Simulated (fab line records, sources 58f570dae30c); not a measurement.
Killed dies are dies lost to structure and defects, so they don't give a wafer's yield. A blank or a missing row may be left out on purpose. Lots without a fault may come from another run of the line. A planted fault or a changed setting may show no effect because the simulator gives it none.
fab line records | flow berkeley_cmos170
record lots=13 wafers=39 last_day=11
route steps=331 shown NWELL@27
lots that met no fault: from a run of the same line without faults
start_h: hours from the record's first day to the start of the lot's first wafer shown | wait_h: hours since the lot's step before | " the same as in the row above | L1.1+2: a row that stands for several wafers | - no value, or no start given | * or withheld: withheld | < > ~ a bound
route shown NAME@n: a module of which the file shows steps, and the number in the route of the first | usual: mean/standard deviation of fault-free wafers | same: alike in all rows | chamber/n: place in a boat | sites: the reading at each site | _std_site: their standard deviation | _edge_site: outer sites' mean less inner sites' | radius_mm: how far each site lies from the wafer's centre | mask NAME#n: copy n | behind: the tool/chamber that last shaped the wafer | hold: why the lot was held/for how many hours/how that ended | device: the transistor (n, p or np) that didn't switch | end of line: the same wafers' tests at the end of the route | a step without rows: its recipe alone | killed: dies lost to structure and defects at the first sort, not the wafer's yield | map: a wafer's dies, x killed, . not, _ none there
set.NAME: the setting as run; set.NAME@STEP: as run at that earlier step | model.NAME: the simulator's own value behind a step, which no gauge read
steps of the route over a sample of lots; a table a step, a row a wafer
services: from which hour (start_h, from the record's first day; less than 0 if before it) a tool's chamber was out of use, for how many hours, and why
## steps
# step UCB170_NWELL_ETCH_13
# recipe chemistry=CH3F/Ar/O2 target=Si3N4 stop_on=SiO2 CH3F_flow_sccm=20 Ar_flow_sccm=50 O2_flow_sccm=7 pressure_mtorr=50 rf_w=450 target_depth_a=2464 over_etch_frac=0.1 time_s=154
# usual drypump_motor_current_A=5.9/0.49 oes_product_au=0.945/0.017 rf_fwd_power_W=448.1/1.4 throttle_valve_pct=8.02/0.12
# columns lot.wafer tool chamber start_h wait_h drypump_motor_current_A oes_product_au rf_fwd_power_W rf_hours_counter_h throttle_valve_pct
L982.2 rie_diel-03 0 29.64 0.0 5.9 0.947 444.8 102 8.10
L982.3 " 2 " " 5.5 0.960 447.9 42 7.98
L982.4 " 2 " " 5.5 0.959 450.4 - 7.98
L984.2 rie_diel-01 0 40.39 0.0 6.7 0.941 449.3 138 8.16
L984.4 " 3 " " 6.2 0.938 449.6 59 8.13
L984.6 " 1 " " 5.3 0.955 446.8 - 7.82
L986.1 rie_diel-01 1 48.62 0.0 5.3 0.960 447.9 71 7.81
L986.4 " 0 " " 6.7 0.937 449.3 139 8.17
L986.5 " 1 " " 5.3 0.968 449.0 - 7.81
L985.1 rie_diel-03 1 48.89 0.0 5.7 0.941 447.5 64 8.11
L985.2 " 2 " " 5.5 0.954 447.6 43 7.99
L985.5 " 2 " " 5.6 0.958 449.5 - 7.98
L987.1 rie_diel-02 0 54.53 0.0 5.7 0.945 450.7 78 7.89
L987.4 " 3 " " 6.7 0.936 448.8 91 8.07
L987.6 " 1 " " 5.7 0.942 448.9 - 7.95
L990.1 rie_diel-03 1 77.36 0.0 5.7 0.943 446.5 65 8.12
L990.2 " 3 " " 6.0 0.976 448.9 1 8.09
L990.4 " 2 " " 5.5 0.954 448.1 45 7.98
L994.3 rie_diel-03 0 94.87 0.0 5.9 0.943 448.3 105 8.09
L994.5 " 3 " " 6.0 0.967 519.6 - 8.09
L994.6 " 2 " " 5.6 0.954 447.5 - 7.99
L998.4 rie_diel-02 0 109.31 0.0 5.7 0.947 448.0 80 7.89
L998.5 " 2 " " 5.4 0.904 448.5 - 8.14
L998.6 " 3 " " 6.6 0.939 444.8 - 8.07
L999.2 rie_diel-02 1 115.18 0.0 5.7 0.960 445.9 74 7.95
L999.4 " 3 " " 6.7 0.945 448.8 94 8.06
L999.5 " 0 " " 5.7 0.953 450.8 - 7.88
L100.1 rie_diel-01 3 118.12 0.0 6.3 0.934 448.5 62 8.14
L100.2 " 0 " " 6.7 0.920 448.1 142 8.15
L100.5 " 1 " " 5.3 0.944 447.8 - 7.81
L102.4 rie_diel-01 3 132.33 0.0 6.2 0.942 447.0 63 8.14
L102.5 " 1 " " 5.3 0.952 445.3 - 7.81
L102.6 " 2 " " 6.6 0.954 448.6 - 7.88
L103.1 rie_diel-02 3 132.43 0.0 6.6 0.912 444.9 95 8.07
L103.2 " 2 " " 5.4 0.905 448.9 66 8.13
L103.5 " 1 " " 5.7 0.949 447.6 - 7.95
L104.3 rie_diel-01 0 142.84 0.0 6.7 0.917 448.5 143 8.16
L104.4 " 3 " " 6.3 0.944 447.0 63 8.13
L104.6 " 1 " " 5.3 0.952 447.2 - 7.81
# step UCB170_NWELL_STRIP_15
# recipe chemistry=O2 power_w=400 pressure_mtorr=3500 platen_temp_c=withheld o2_flow_sccm=400 overash_fraction=0.5
# usual drypump_motor_current_A=5.7/0.46 oes_product_au=0.721/0.0046 strip_time_to_endpoint_s=18.04/0.078
# columns lot.wafer tool chamber start_h wait_h drypump_motor_current_A oes_product_au rf_hours_counter_h strip_time_to_endpoint_s
L982.2 plasma_asher-04 0 29.89 0.1 6.3 0.731 36 18.04
L982.3 " 0 " " 6.2 0.724 - 18.12
L982.4 " 1 " " 6.0 0.724 - 18.10
L984.2 plasma_asher-04 0 40.64 0.1 6.2 0.718 37 17.98
L984.4 " 0 " " 6.3 0.720 - 17.97
L984.6 " 0 " " 6.2 0.720 - 17.95
L986.1 plasma_asher-04 0 48.87 0.1 6.3 0.715 38 18.22
L986.4 " 0 " " 6.2 0.727 - 18.12
L986.5 " 1 " " 5.9 0.723 - 18.15
L985.1 plasma_asher-03 1 49.14 0.1 5.3 0.720 30 18.14
L985.2 " 0 " " 5.2 0.717 30 18.04
L985.5 " 0 " " 5.2 0.712 - 18.04
L987.1 plasma_asher-02 0 54.78 0.1 5.3 0.723 28 18.06
L987.4 " 1 " " 6.4 0.724 - 18.04
L987.6 " 1 " " 6.4 0.724 - 18.02
L990.1 plasma_asher-03 1 77.61 0.1 5.3 0.721 33 18.00
L990.2 " 0 " " 5.2 0.730 33 17.92
L990.4 " 1 " " 5.3 0.724 - 17.94
L994.3 plasma_asher-04 1 95.16 0.1 6.0 0.721 - 18.07
L994.5 " 0 " " 6.2 0.725 - 17.75
L994.6 " 1 " " 6.0 0.719 - 18.16
L998.4 plasma_asher-03 1 109.60 0.1 5.3 0.721 - 18.06
L998.5 " 0 " " 5.2 0.718 - 18.04
L998.6 " 1 " " 5.3 0.725 - 18.07
L999.2 plasma_asher-03 1 115.43 0.1 5.3 0.724 37 18.09
L999.4 " 0 " " 5.2 0.717 - 18.14
L999.5 " 1 " " 5.3 0.716 - 18.03
L100.1 plasma_asher-04 1 118.38 0.1 6.0 0.718 0 17.93
L100.2 " 0 " " 6.2 0.717 0 18.00
L100.5 " 1 " " 5.9 0.724 - 17.91
L102.4 plasma_asher-04 1 132.62 0.1 6.0 0.716 - 17.93
L102.5 " 1 " " 6.0 0.724 - 18.01
L102.6 " 0 " " 6.2 0.724 - 17.97
L103.1 plasma_asher-02 1 132.68 0.1 6.4 0.724 37 18.00
L103.2 " 0 " " 5.3 0.722 37 18.09
L103.5 " 1 " " 6.4 0.722 - 18.05
L104.3 plasma_asher-03 0 143.12 0.1 5.2 0.724 - 18.20
L104.4 " 1 " " 5.4 0.726 - 18.13
L104.6 " 1 " " 5.4 0.717 - 18.04
## services
# columns tool chamber start_h hours kind
rie_diel-02 2 5.90 8.4 repair
rie_diel-03 3 23.65 - clean
rie_diel-03 3 23.65 - consumable_replace:esc
rie_diel-03 3 23.65 26.2 scheduled_down
rie_diel-03 3 23.65 26.2 vent_cycle
rie_diel-02 - 31.37 2.8 pm
rie_diel-03 - 38.86 0.1 repair
rie_diel-02 0 62.48 2.8 repair
rie_diel-01 1 70.26 5.6 repair
rie_diel-03 3 70.85 1.9 repair
rie_diel-02 1 92.91 13.3 repair
rie_diel-01 2 102.28 7.4 repair
plasma_asher-04 - 108.75 9.0 pm
plasma_asher-04 0 108.75 9.0 vent_cycle
plasma_asher-04 1 108.75 9.0 vent_cycle
plasma_asher-04 0 117.75 - clean
plasma_asher-04 1 117.75 - clean
## key
first_sign step=UCB170_NWELL_ETCH_13 reading=rf_fwd_power_W direction=up sigmas=51 usual=448.1 struck=519.6
effect step=UCB170_NWELL_STRIP_15 reading=strip_time_to_endpoint_s direction=down sigmas=3.7 usual=* struck=*
met_at UCB170_NWELL_ETCH_13
struck_lots L994
struck_wafers L994.5
tester_left_out L994
onset_between 77.36 94.87
fault kind=process_parameter_drift tool=rie_diel-03 chamber=3 onset_h=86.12 steps=UCB170_NWELL_ETCH_13 channel=rf_w offset=72 shape=step end_h=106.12 acts_in=these_recipes_only stated=450
# tester_left_out: of these lots the tester's yield and bins aren't shown, on N5 and GAA mostly nor the transistor test; their killed dies are dies lost to structure and defects alone, not to doping, threshold or leakage, so they don't give the yield
